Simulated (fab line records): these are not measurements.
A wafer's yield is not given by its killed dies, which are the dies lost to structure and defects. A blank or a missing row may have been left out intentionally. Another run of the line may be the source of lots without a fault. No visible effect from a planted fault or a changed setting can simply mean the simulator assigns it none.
Split-lot study    flow rit cmos    on a route of 202 steps: 5 lots, 23 wafers read

## THE SPLIT ITSELF
At RIT_PRETRO_IMPLANT_08, the setting energy kev was moved away from the recipe's 45 on 8 of the 23 wafers read, by -4.2% to +4.1%. This setting was run at the recipe's value on the other wafers.

The reading comes from the split's own step.

## THE READING
implant.drp nm (the simulator's own value, which no gauge read), in nm, at RIT_PRETRO_IMPLANT_08. No usual value for it is given in the file.

wafer   tool, chamber at the split  energy kev as run  against the recipe  implant.drp nm, nm  against lot-mates on the recipe
L078.1  implanter-04, 0             45                 recipe              55.07               -
L078.2  implanter-04, 0             45                 recipe              55.07               -
L078.3  implanter-04, 0             45                 recipe              55.07               -
L078.4  implanter-04, 0             45                 recipe              55.07               -
L078.5  implanter-04, 0             45                 recipe              55.07               -
L079.1  implanter-04, 0             44.18              -1.8%               54.47               -0.60
L079.5  implanter-04, 0             44.18              -1.8%               54.47               -0.60
L079.6  implanter-04, 0             44.18              -1.8%               54.47               -0.60
L079.2  implanter-04, 0             45                 recipe              55.07               -
L079.3  implanter-04, 0             45                 recipe              55.07               -
L081.3  implanter-01, 0             45                 recipe              55.07               -
L081.4  implanter-01, 0             45                 recipe              55.07               -
L081.6  implanter-01, 0             45                 recipe              55.07               -
L082.1  implanter-01, 0             46.85              +4.1%               56.4                +1.33
L082.3  implanter-01, 0             46.85              +4.1%               56.4                +1.33
L082.4  implanter-01, 0             45                 recipe              55.07               -
L082.5  implanter-01, 0             45                 recipe              55.07               -
L082.6  implanter-01, 0             45                 recipe              55.07               -
L084.1  implanter-04, 0             43.12              -4.2%               53.69               -1.38
L084.3  implanter-04, 0             43.12              -4.2%               53.69               -1.38
L084.5  implanter-04, 0             43.12              -4.2%               53.69               -1.38
L084.2  implanter-04, 0             45                 recipe              55.07               -
L084.6  implanter-04, 0             45                 recipe              55.07               -

FIT RESULTS
A straight line over all 23 wafers: implant.drp nm changes by +0.327 nm for each +1% of energy kev; r = +1.00; the points scatter about the line by 0.0059 nm.
The same after taking each lot's own level away (the mean of its wafers on the recipe; 23 wafers): +0.327 nm for each +1%; r = +1.00; scatter 0.0059 nm.
That fit puts the effect of the largest move of energy kev on the reading at 1.4 nm.
The lots' own levels span 55.070 to 55.070 nm.
So the lot-to-lot level changes the slope little: the two slopes agree.
Check: for one of the wafers moved furthest among these (-4.2%), held out of the fit, the line's prediction against its lot-mates is -1.37 nm. Against them it came out at -1.38 nm.

## FURTHER SPLITS ON THESE WAFERS
These wafers also went through other splits before the reading. Each is held against what the fit with the lots' levels taken away leaves over:
other split on the same wafers    wafers away from the commonest value  r with implant.drp nm (lot level and that fit taken away)
RIT_ACTIVE_CVD_03 temp c          18                                    +0.24
RIT_ACTIVE_DEVELOP_10 dev temp c  7                                     +0.13
RIT_NWELL_SOFTBAKE_02 temp c      7                                     +0.06
RIT_PWELL_SOFTBAKE_02 temp c      8                                     +0.17
RIT_PWELL_IMPLANT_08 energy kev   7                                     +0.15
RIT_NRETRO_IMPLANT_08 energy kev  5                                     +0.16
RIT_PRETRO_COAT_01 resist thk nm  9                                     +0.29

## THE WHOLE CHAIN: every reading that the file lists as answering this split, in the file's order
step                   what it does  reading                                                          change (the file's fit)                r (the file's)
RIT_PRETRO_IMPLANT_08                implant.rp nm (the simulator's own value, which no gauge read)   +1.36 nm for each +1% of the setting   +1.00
RIT_PRETRO_IMPLANT_08                implant.drp nm (the simulator's own value, which no gauge read)  +0.327 nm for each +1% of the setting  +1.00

## FILE'S OWN FIT
implant.drp nm changes by +0.327 nm for each +1% of energy kev, r = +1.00.
